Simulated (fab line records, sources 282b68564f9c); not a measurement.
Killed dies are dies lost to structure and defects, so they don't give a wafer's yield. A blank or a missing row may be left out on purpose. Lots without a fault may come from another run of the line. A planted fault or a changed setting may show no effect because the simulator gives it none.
Which tool did it? | flow rit_cmos | 13 lots, 39 wafers sampled, at 5 steps of a route of 202

WHAT THE GAUGES READ, wafer by wafer
RIT_ACTIVE_CD_MEAS_11: target cd 1400 nm. Usual: cd_nm 1399.8 nm, standard deviation 2.2.
lot  | measured    | on        | cd_nm (nm)           | flag
L700 | day 1 17:28 | cd_sem-02 | 1399.1 1400.0 1401.3 |
L701 | day 1 20:36 | cd_sem-01 | 1399.2 1398.4 1397.5 |
L702 | day 2 00:52 | cd_sem-01 | 1399.3 1398.7 1397.9 |
L704 | day 2 11:05 | cd_sem-02 | 1401.9 1402.8 1402.3 |
L705 | day 2 16:20 | cd_sem-02 | 1398.4 1398.7 1400.5 |
L706 | day 2 21:55 | cd_sem-02 | 1399.2 1399.4 1402.7 |
L710 | day 3 16:57 | cd_sem-01 | 1376.5 1377.0 1377.1 | OFF
L714 | day 4 18:08 | cd_sem-02 | 1396.3 1397.0 1396.6 |
L718 | day 5 08:49 | cd_sem-01 | 1398.4 1399.5 1398.6 |
L719 | day 5 13:53 | cd_sem-02 | 1399.1 1398.9 1401.7 |
L721 | day 6 03:02 | cd_sem-01 | 1399.9 1400.9 1398.7 |
L722 | day 6 05:15 | cd_sem-01 | 1401.0 1401.5 1401.4 |
L723 | day 6 09:30 | cd_sem-01 | 1400.2 1400.9 1403.7 |

RIT_FOX2_THK_MEAS_91. Usual: FIELD_OXIDE_LEFT_2_THK 258 nm, standard deviation 6.2.
lot  | measured    | on            | FIELD_OXIDE_LEFT_2_THK (nm) | flag
L700 | day 2 15:47 | film_metro-03 | 259 260 262                 |
L701 | day 2 14:48 | film_metro-02 | 254 256 253                 |
L702 | day 2 20:37 | film_metro-02 | 259 265 261                 |
L704 | day 3 07:05 | film_metro-04 | 258 257 252                 |
L705 | day 3 10:55 | film_metro-03 | 263 263 266                 |
L706 | day 3 20:04 | film_metro-03 | 248 247 251                 |
L710 | day 4 12:20 | film_metro-02 | 254 257 256                 |
L714 | day 5 16:02 | film_metro-04 | 254 252 255                 |
L718 | day 6 08:05 | film_metro-04 | 255 256 255                 |
L719 | day 6 10:53 | film_metro-03 | 264 262 258                 |
L721 | day 6 23:13 | film_metro-02 | 259 266 269                 |
L722 | day 6 23:29 | film_metro-03 | 253 257 255                 |
L723 | day 7 03:58 | film_metro-03 | 257 256 258                 |

RIT_REOX_THK_MEAS_04. Usual: REOX_OXIDE_THK 25.3 nm, standard deviation 0.41.
lot  | measured    | on            | REOX_OXIDE_THK (nm) | flag
L700 | day 3 03:32 | film_metro-04 | 24.9 25.1 25.3      |
L701 | day 3 03:32 | film_metro-01 | 25.6 25.5 25.3      |
L702 | day 3 09:20 | film_metro-04 | 25.4 25.8 25.8      |
L704 | day 3 21:11 | film_metro-03 | 25.0 25.2 25.1      |
L705 | day 3 21:11 | film_metro-01 | 24.8 25.2 24.8      |
L706 | day 4 09:41 | film_metro-04 | 25.8 25.3 25.5      |
L710 | day 5 00:23 | film_metro-01 | 25.3 25.3 25.1      |
L714 | day 6 06:37 | film_metro-01 | 25.7 25.6 25.9      |
L718 | day 6 18:36 | film_metro-01 | 25.3 25.4 25.4      |
L719 | day 6 21:08 | film_metro-03 | 26.3 25.7 26.2      |
L721 | day 7 07:02 | film_metro-03 | 25.6 26.1 25.9      |
L722 | day 7 08:26 | film_metro-01 | 24.6 24.5 24.7      |
L723 | day 7 13:08 | film_metro-03 | 24.8 25.1 24.6      |

RIT_NSD_TW_MEAS_10. Usual: NSD_TW 3114, standard deviation 24.
lot  | measured    | on            | NSD_TW         | flag
L700 | day 3 10:25 | film_metro-01 | 3072 3074 3076 |
L701 | day 3 12:05 | film_metro-04 | 3156 3145 3140 |
L702 | day 3 16:14 | film_metro-02 | 3062 3065 3077 |
L704 | day 4 03:57 | film_metro-01 | 3097 3104 3116 |
L705 | day 4 04:28 | film_metro-04 | 3136 3151 3143 |
L706 | day 4 16:46 | film_metro-02 | 3091 3097 3087 |
L710 | day 5 07:59 | film_metro-04 | 3123 3112 3105 |
L714 | day 6 13:53 | film_metro-04 | 3140 3159 3135 |
L718 | day 7 01:58 | film_metro-04 | 3137 3144 3151 |
L719 | day 7 04:38 | film_metro-04 | 3133 3127 3119 |
L721 | day 7 14:08 | film_metro-02 | 3084 3096 3075 |
L722 | day 7 17:06 | film_metro-04 | 3143 3142 3129 |
L723 | day 7 22:05 | film_metro-01 | 3109 3100 3093 |

WHICH TOOL RAN EACH LOT (tool, then ch and the chambers of the sampled wafers, then the start)
lot  | RIT_ACTIVE_DEVELOP_10
L700 | litho_track-03 ch 0, day 1 17:00
L701 | litho_track-04 ch 0, day 1 20:00
L702 | litho_track-03 ch 0, day 2 00:00
L704 | litho_track-03 ch 0, day 2 10:00
L705 | litho_track-03 ch 0, day 2 16:00
L706 | litho_track-03 ch 0, day 2 21:00
L710 | litho_track-03 ch 0, day 3 16:00
L714 | litho_track-04 ch 0, day 4 18:00
L718 | litho_track-04 ch 0, day 5 08:00
L719 | litho_track-04 ch 0, day 5 13:00
L721 | litho_track-04 ch 0, day 6 02:00
L722 | litho_track-04 ch 0, day 6 05:00
L723 | litho_track-04 ch 0, day 6 09:00
- RIT_ACTIVE_DEVELOP_10: develop time 50 s.

WHAT THE TOOLS THEMSELVES READ (means of the sampled wafers that have a number; where no wafer has one, the mark that the record gives instead)
RIT_ACTIVE_DEVELOP_10. Usual: developer_temp_C 23.04 C, standard deviation 0.11.
lot  | tool           | developer_temp_C (C) | flag
L700 | litho_track-03 | 23.00                |
L701 | litho_track-04 | 23.07                |
L702 | litho_track-03 | 22.98                |
L704 | litho_track-03 | 23.06                |
L705 | litho_track-03 | 23.08                |
L706 | litho_track-03 | 23.04                |
L710 | litho_track-03 | 23.12                |
L714 | litho_track-04 | 23.17                |
L718 | litho_track-04 | 22.91                |
L719 | litho_track-04 | 23.02                |
L721 | litho_track-04 | 23.08                |
L722 | litho_track-04 | 23.16                |
L723 | litho_track-04 | 22.94                |

THE ANSWER, worked out from the rows above alone
Rule: a lot is off if the mean of its wafers that have a number lies more than 3 standard deviations from the usual mean. A lot without any number at a reading at which 4 lots or more have one is off too. The other lots that the step has rows for count as sound. The gauges are gone through in route order, then the tools' own readings, and for those a lot's mean is taken as printed above. The first step at which some lot is off is used, and at that step the reading that is off furthest; a lot without a number counts as furthest.
Off: L710, at RIT_ACTIVE_CD_MEAS_11 (cd_nm).
A tool fits if, at a process step before that reading, it ran every lot that is off, and no sound lot after the first of them. The gauges at RIT_ACTIVE_CD_MEAS_11 are tried like those tools. One fits: litho_track-03 at RIT_ACTIVE_DEVELOP_10. Its last sound lot is L706 (day 2 21:00), its first lot that is off L710 (day 3 16:00): a fault that began between those two fits.

WHAT THE SIMULATOR HAD PUT IN
Process parameter drift: litho_track-03, from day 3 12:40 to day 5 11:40, at RIT_ACTIVE_DEVELOP_10. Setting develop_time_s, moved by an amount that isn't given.
Lots struck among those shown: L710. The rule above found the same.
